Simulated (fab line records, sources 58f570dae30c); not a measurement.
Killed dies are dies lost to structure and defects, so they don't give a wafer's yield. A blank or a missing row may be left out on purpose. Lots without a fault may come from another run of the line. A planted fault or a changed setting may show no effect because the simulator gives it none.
A struck lot beside a sound one | flow berkeley_cmos170 | 16 steps out of a route of 331
Sound: wafers L148.4, L148.5, L148.6. Struck: wafers L150.2, L150.5, L150.6. The cause comes at the end.
At each step with rows: each side's tool, then ch and its chambers, then its first start. Under that, the readings that differ: sound wafers | struck wafers | difference of the means | sigmas: that difference in standard deviations of wafers without a fault.
alike: readings whose means differ by less than 2 such deviations, and words and numbers that are the same on both sides. not compared: withheld readings, readings that some wafer has no value for, bounds like >300 that may hide the same value, and numbers for which the record gives no deviation and whose values overlap.
The two part at a step that has a row with sigmas, a row that says differs or no value, or rows on one side only. Numbers that don't overlap but have no deviation are shown without sigmas and don't part them. A reading that every wafer of one side lacks parts them only if that side has two wafers or more.

first, 1 step without rows for these wafers: UCB170_PLDD_IMPLANT_09.
UCB170_PLDD_STRIP_10: strips in O2.
  sound on plasma_asher-01 ch 0,1, day 7 07:50; struck on plasma_asher-02 ch 0,1, day 7 23:09
  alike: drypump_motor_current_A, oes_product_au, strip_time_to_endpoint_s
  not compared: rf_hours_counter_h
UCB170_PLDD_TW_MEAS_11:
  sound on film_metro-03, day 7 07:56; struck on film_metro-03, day 7 23:16
  alike: PLDD_TW
then, 7 steps without rows for these wafers: UCB170_PLDD_CLEAN_12 (cleans in SPM, time 600 s); UCB170_NLDD_HMDS_00 (prime time 60 s); UCB170_NLDD_COAT_01 (resist thk 900 nm); UCB170_NLDD_SOFTBAKE_02 (time 60 s); UCB170_NLDD_EXPOSE_03 (exposes mask NSELECT, target cd 1200 nm); UCB170_NLDD_PEB_04; UCB170_NLDD_DEVELOP_05 (develop time 45 s).
UCB170_NLDD_CD_MEAS_06: target cd 1200 nm.
  sound on cd_sem-01, day 7 09:13; struck on cd_sem-02, day 8 02:12
  alike: cd_nm
UCB170_NLDD_OVL_MEAS_07:
  sound on overlay-01, day 7 09:17; struck on overlay-01, day 8 02:19
  alike: NLDD_OVL
UCB170_NLDD_IMPLANT_08:
  sound on implanter-02 ch 0, day 7 09:23; struck on implanter-02 ch 0, day 8 02:22
  reading                   | sound             | struck            | difference | sigmas
  implant_ion_amu           | 75 75 75          | 49 49 49          | -26        |
  model.implant.drp_nm (nm) | 9.611 9.611 9.611 | 12.97 12.97 12.97 | +3.36      |
  model.implant.rp_nm (nm)  | 21.37 21.37 21.37 | 24.3 24.3 24.3    | +2.9       |
  alike: end_station_pressure_torr, faraday_current_uA
then, 1 step without rows for these wafers: UCB170_NLDD_IMPLANT_09.
UCB170_NLDD_STRIP_10: strips in O2.
  sound on plasma_asher-04 ch 0,1, day 7 09:38; struck on plasma_asher-01 ch 0,1, day 8 02:38
  alike: drypump_motor_current_A, oes_product_au, strip_time_to_endpoint_s
  not compared: rf_hours_counter_h
UCB170_NLDD_TW_MEAS_11:
  sound on film_metro-04, day 7 09:44; struck on film_metro-03, day 8 02:58
  reading | sound          | struck         | difference | sigmas
  NLDD_TW | 2180 2185 2181 | 1924 1922 1916 | -261       | -15
  not compared: hold

WHERE THEY PART
Only at UCB170_NLDD_TW_MEAS_11, within this record.

WHY: what the simulator had put in
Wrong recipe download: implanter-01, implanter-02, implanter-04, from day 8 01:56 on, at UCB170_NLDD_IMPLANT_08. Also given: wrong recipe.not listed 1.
